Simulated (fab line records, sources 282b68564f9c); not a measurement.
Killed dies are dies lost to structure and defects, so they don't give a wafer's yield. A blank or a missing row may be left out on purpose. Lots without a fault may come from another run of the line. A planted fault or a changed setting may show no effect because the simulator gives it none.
A struck lot beside a sound one | flow rit_cmos | 15 steps out of a route of 202
Sound: wafers L206.1, L206.5, L206.6. Struck: wafers L197.1, L197.3, L197.5. The cause comes at the end.
At each step with rows: each side's tool, then ch and its chambers, then its first start. Under that, the readings that differ: sound wafers | struck wafers | difference of the means | sigmas: that difference in standard deviations of wafers without a fault.
alike: readings whose means differ by less than 2 such deviations, and words and numbers that are the same on both sides. not compared: withheld readings, readings that some wafer has no value for, bounds like >300 that may hide the same value, and numbers for which the record gives no deviation and whose values overlap.
The two part at a step that has a row with sigmas, a row that says differs or no value, or rows on one side only. Numbers that don't overlap but have no deviation are shown without sigmas and don't part them. A reading that every wafer of one side lacks parts them only if that side has two wafers or more.

RIT_SILICIDE_RTA_06: time 10 s, ramp up 5 s, ramp down 10 s.
  sound on rtp_anneal-02 ch 0, day 6 08:35; struck on rtp_anneal-01 ch 0, day 4 10:02
  alike: wafer_temp_C_max
RIT_CONTACT_CVD_00: deposits SiO2 from TEOS, target thk 400 nm, time 61 s.
  sound on pecvd-02 ch 0,2, day 6 08:40; struck on pecvd-02 ch 0,1,2, day 4 10:06
  alike: heater_power_w
RIT_CONTACT_THK_MEAS_01:
  sound on film_metro-01, day 6 08:43; struck on film_metro-01, day 4 10:09
  alike: CONTACT_TEOS_THK
then, 6 steps without rows for these wafers: RIT_CONTACT_HMDS_02 (prime time 60 s); RIT_CONTACT_COAT_03 (resist thk 1000 nm); RIT_CONTACT_SOFTBAKE_04 (time 60 s); RIT_CONTACT_EXPOSE_05 (exposes mask M11, target cd 1000 nm); RIT_CONTACT_PEB_06; RIT_CONTACT_DEVELOP_07 (develop time 120 s).
RIT_CONTACT_CD_MEAS_08: target cd 1000 nm.
  sound on cd_sem-02, day 6 09:44; struck on cd_sem-02, day 4 11:11
  alike: cd_nm
RIT_CONTACT_OVL_MEAS_09:
  sound on overlay-02, day 6 09:51; struck on overlay-02, day 4 11:18
  alike: CONTACT_OVL
then, 1 step without rows for these wafers: RIT_CONTACT_HARDBAKE_10 (time 60 s).
RIT_CONTACT_ETCH_11: etches SiO2 in CHF3/CF4/Ar, stops on TiSi2, target depth 480 nm, time 320 s.
  sound on rie_diel-04 ch 1,2,3, day 6 10:02; struck on rie_diel-03 ch 0,1, day 4 11:31
  reading                                      | sound             | struck            | difference | sigmas
  rf_fwd_power_W (W)                           | 199.9 199.8 199.9 | 299.1 300.3 300.3 | +100.0     | +99 or more
  model.NOVOLAK_of_CONTACT_COAT_03.thk_nm (nm) | 770.6 769.3 770.2 | 741.5 741.8 743.1 | -27.9      |
  alike: cf4_flow_sccm, drypump_motor_current_A, mfc_ar_sccm, oes_product_au, throttle_valve_pct
  not compared: rf_hours_counter_h
RIT_CONTACT_STRIP_12: strips in O2, time 180 s.
  sound on plasma_asher-03 ch 0,1, day 6 10:14; struck on plasma_asher-03 ch 0,1, day 4 11:43
  alike: drypump_motor_current_A
  not compared: rf_hours_counter_h
RIT_M1_PROBE_99:
  sound on prober-02, day 6 15:08; struck on prober-01, day 4 16:38
  reading                                                 | sound                       | struck                    | difference | sigmas
  model.etest.antenna_contact.gate_log10_a_cm2            | -5.795 -5.989 -5.824        | -3.97 -4.23 -4.488        | +1.64      |
  model.etest.nmos_0p15.junction_log10_a_um               | -13.77 -13.36 -13.66        | -12.58 -12.47 -12.68      | +1.02      |
  model.etest.nmos_narrow.off_log10_a_um                  | -13.16 -13.1 -12.99         | -12.48 -12.41 -12.62      | +0.58      |
  model.etest.gate_end_array.leak_log10_a_um              | -12.95 -12.71 -12.77        | -12.15 -12.29 -12.4       | +0.53      |
  model.etest.nmos_0p3.off_log10_a_um                     | -13.07 -12.94 -12.96        | -12.41 -12.4 -12.55       | +0.54      |
  model.etest.pmos_0p15.junction_log10_a_um               | -13.92 -13.74 -13.66        | -13.39 -13.38 -13.39      | +0.39      |
  model.etest.contact_diode_array.leak_log10_a (angstrom) | -9.389 -9.367 -9.542        | -9.133 -8.913 -9.068      | +0.395     |
  model.etest.antenna_contact.vt_shift_v (V)              | -0.01376 -0.01321 -0.009818 | -0.0626 -0.06327 -0.05439 | -0.0478    |
  alike: killed_at_contacts, killed_at_front_end, killed_dies, killed_open, killed_short

WHERE THEY PART
Only at RIT_CONTACT_ETCH_11, within this record. Later steps at which nothing parts them and some readings are alike: RIT_CONTACT_STRIP_12, RIT_M1_PROBE_99.

WHY: what the simulator had put in
Process parameter drift: rie_diel-03, from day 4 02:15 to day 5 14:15, at RIT_CONTACT_ETCH_11. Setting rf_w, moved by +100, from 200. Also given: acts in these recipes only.
